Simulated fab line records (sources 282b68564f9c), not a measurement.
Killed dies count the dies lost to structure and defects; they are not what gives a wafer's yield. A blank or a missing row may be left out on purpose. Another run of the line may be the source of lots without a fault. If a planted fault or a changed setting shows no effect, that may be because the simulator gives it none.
Which of the tools did it? / flow rit-cmos / 18 wafers sampled from 6 lots at 1 step of a route of 202

WHAT THE GAUGES READ, wafer by wafer
RIT_ACTIVE_CD_MEAS_11: target cd 1400 nm.
lot=L740; measured=day 2 00:28; on=cd-sem-01; cd-nm (nm)=1400.5 1401.7 1403.2
lot=L742; measured=day 2 11:07; on=cd-sem-02; cd-nm (nm)=1397.8 1399.2 1397.8
lot=L744; measured=day 2 23:27; on=cd-sem-02; cd-nm (nm)=1398.6 1400.9 1400.9
lot=L749; measured=day 3 22:04; on=cd-sem-01; cd-nm (nm)=1396.3 1398.8 1399.6
lot=L754; measured=day 5 00:28; on=cd-sem-01; cd-nm (nm)=1402.2 1402.3 1401.1
lot=L758; measured=day 5 18:46; on=cd-sem-02; cd-nm (nm)=1400.3 1398.9 1400.2

WHICH TOOL RAN EACH LOT (tool, then ch and the chambers of the sampled wafers, then the start)
Before these readings, the record contains no process step.

THE ANSWER, worked out from the rows above alone
Rule: the lots themselves supply what counts as usual. The widest of any qualifying gaps counts: lots, ordered by their means at a reading, are off when they make up no more than a third of the lots, leave a main group of 4 or more, and stand apart from it by 3 or more times the standard deviation of that group's means. Not used: any main group whose means are identical at the precision the tables above print for the reading. A lot without any number at a reading at which 4 lots or more have one is off too. Where the step has rows for the other lots, those lots are counted as sound.
None of the lots is off at any reading shown; this tells nothing.

WHAT THE SIMULATOR HAD PUT IN
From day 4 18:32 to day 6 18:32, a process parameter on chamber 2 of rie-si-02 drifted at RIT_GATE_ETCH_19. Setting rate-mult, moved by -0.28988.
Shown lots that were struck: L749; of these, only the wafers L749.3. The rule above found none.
